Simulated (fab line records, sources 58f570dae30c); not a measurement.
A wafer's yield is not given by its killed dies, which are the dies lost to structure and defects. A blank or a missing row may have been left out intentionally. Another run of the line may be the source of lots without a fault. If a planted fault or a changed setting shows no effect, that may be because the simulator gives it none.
The tool behind it: which one? || flow berkeleyCmos170 || 13 lots with 39 wafers sampled at 3 steps, on a route of 331 steps

## WHAT EACH GAUGE READ, for each wafer
UCB170_M1_OVL_MEAS_10. Usual: for M1_OVL the level is 6 nm and the standard deviation is 5.6.
{"lot": "L471", "measured": "day 8 01:28", "on": "overlay-02", "M1_OVL (nm)": "-2 4 1", "flag": ""}
{"lot": "L472", "measured": "day 8 10:53", "on": "overlay-01", "M1_OVL (nm)": "4 8 11", "flag": ""}
{"lot": "L473", "measured": "day 8 11:55", "on": "overlay-01", "M1_OVL (nm)": "4 2 8", "flag": ""}
{"lot": "L474", "measured": "day 9 03:17", "on": "overlay-02", "M1_OVL (nm)": "-7 2 -4", "flag": ""}
{"lot": "L475", "measured": "day 9 04:58", "on": "overlay-02", "M1_OVL (nm)": "6 -2 3", "flag": ""}
{"lot": "L480", "measured": "day 9 23:32", "on": "overlay-02", "M1_OVL (nm)": "10 11 6", "flag": ""}
{"lot": "L478", "measured": "day 10 00:01", "on": "overlay-02", "M1_OVL (nm)": "10 10 -2", "flag": ""}
{"lot": "L484", "measured": "day 11 01:54", "on": "overlay-02", "M1_OVL (nm)": "12 11 15", "flag": ""}
{"lot": "L485", "measured": "day 11 02:54", "on": "overlay-01", "M1_OVL (nm)": "-3 5 8", "flag": ""}
{"lot": "L488", "measured": "day 12 00:34", "on": "overlay-01", "M1_OVL (nm)": "11 11 16", "flag": ""}
{"lot": "L493", "measured": "day 13 08:17", "on": "overlay-02", "M1_OVL (nm)": "7 12 9", "flag": ""}
{"lot": "L492", "measured": "day 13 08:26", "on": "overlay-01", "M1_OVL (nm)": "2 12 2", "flag": ""}
{"lot": "L494", "measured": "day 13 12:34", "on": "overlay-01", "M1_OVL (nm)": "2 13 5", "flag": ""}

UCB170_V2_BOW_MEAS_03. Usual: for V2_BOW the level is 35 um and the standard deviation is 7.1.
{"lot": "L471", "measured": "day 8 11:02", "on": "filmMetro-03", "V2_BOW (um)": "26 29 25", "flag": ""}
{"lot": "L472", "measured": "day 9 00:15", "on": "filmMetro-01", "V2_BOW (um)": "34 37 35", "flag": ""}
{"lot": "L473", "measured": "day 9 00:48", "on": "filmMetro-01", "V2_BOW (um)": "39 34 37", "flag": ""}
{"lot": "L474", "measured": "day 9 10:50", "on": "filmMetro-01", "V2_BOW (um)": "34 40 31", "flag": ""}
{"lot": "L475", "measured": "day 9 12:23", "on": "filmMetro-01", "V2_BOW (um)": "46 38 36", "flag": ""}
{"lot": "L480", "measured": "day 10 09:08", "on": "filmMetro-04", "V2_BOW (um)": "37 42 51", "flag": ""}
{"lot": "L478", "measured": "day 10 11:25", "on": "filmMetro-03", "V2_BOW (um)": "23 38 39", "flag": ""}
{"lot": "L484", "measured": "day 11 11:35", "on": "filmMetro-04", "V2_BOW (um)": "41 26 29", "flag": ""}
{"lot": "L485", "measured": "day 11 11:10", "on": "filmMetro-03", "V2_BOW (um)": "36 44 41", "flag": ""}
{"lot": "L488", "measured": "day 12 09:55", "on": "filmMetro-01", "V2_BOW (um)": "36 33 45", "flag": ""}
{"lot": "L493", "measured": "day 13 20:25", "on": "filmMetro-03", "V2_BOW (um)": "49 44 30", "flag": ""}
{"lot": "L492", "measured": "day 13 20:32", "on": "filmMetro-01", "V2_BOW (um)": "30 41 23", "flag": ""}
{"lot": "L494", "measured": "day 14 00:40", "on": "filmMetro-01", "V2_BOW (um)": "36 22 29", "flag": ""}

UCB170_V2_OVL_MEAS_13. Usual: for V2_OVL the level is 0 nm and the standard deviation is 5.
{"lot": "L471", "measured": "day 8 12:35", "on": "overlay-01", "V2_OVL (nm)": "1 5 1", "flag": ""}
{"lot": "L472", "measured": "day 9 01:47", "on": "overlay-01", "V2_OVL (nm)": "1 -1 -7", "flag": ""}
{"lot": "L473", "measured": "day 9 02:53", "on": "overlay-02", "V2_OVL (nm)": "-9 -3 -11", "flag": ""}
{"lot": "L474", "measured": "day 9 12:45", "on": "overlay-02", "V2_OVL (nm)": "4 9 4", "flag": ""}
{"lot": "L475", "measured": "day 9 13:50", "on": "overlay-02", "V2_OVL (nm)": "0 4 2", "flag": ""}
{"lot": "L480", "measured": "day 10 10:58", "on": "overlay-01", "V2_OVL (nm)": "2 -8 0", "flag": ""}
{"lot": "L478", "measured": "day 10 13:05", "on": "overlay-01", "V2_OVL (nm)": "-5 -1 2", "flag": ""}
{"lot": "L484", "measured": "day 11 13:43", "on": "overlay-01", "V2_OVL (nm)": "5 1 3", "flag": ""}
{"lot": "L485", "measured": "day 11 13:26", "on": "overlay-02", "V2_OVL (nm)": "1 -2 -1", "flag": ""}
{"lot": "L488", "measured": "day 12 11:53", "on": "overlay-01", "V2_OVL (nm)": "-2 4 -1", "flag": ""}
{"lot": "L493", "measured": "day 13 22:28", "on": "overlay-01", "V2_OVL (nm)": "-4 -3 -1", "flag": ""}
{"lot": "L492", "measured": "day 13 22:35", "on": "overlay-02", "V2_OVL (nm)": "8 -3 -1", "flag": ""}
{"lot": "L494", "measured": "day 14 03:00", "on": "overlay-01", "V2_OVL (nm)": "-4 -3 1", "flag": ""}

## TOOL THAT RAN EACH LOT (tool first, then ch and the chambers of the sampled wafers, then the start)
No process step before these readings appears in the record.

## WHAT THE TOOLS THEMSELVES READ (means of the sampled wafers that have a number; where no wafer has one, the mark that the record gives instead)
The record holds no such reading with a usual standard deviation.

## THE ANSWER, worked out from the rows above alone
Rule: a lot counts as off when the mean over its wafers that have a number is more than 3 standard deviations away from the usual mean. Also off: a lot with no number at a reading for which 4 or more lots have one. All remaining lots with rows at the step are treated as sound. Order of review: gauges by route order, followed by the tools' own readings, for which a lot's mean as printed above is used. The first step at which some lot is off is used, and at that step the reading that is off furthest; a lot without a number counts as furthest.
None of the lots is off at any reading shown; this tells nothing.

## WHAT THE SIMULATOR HAD PUT IN
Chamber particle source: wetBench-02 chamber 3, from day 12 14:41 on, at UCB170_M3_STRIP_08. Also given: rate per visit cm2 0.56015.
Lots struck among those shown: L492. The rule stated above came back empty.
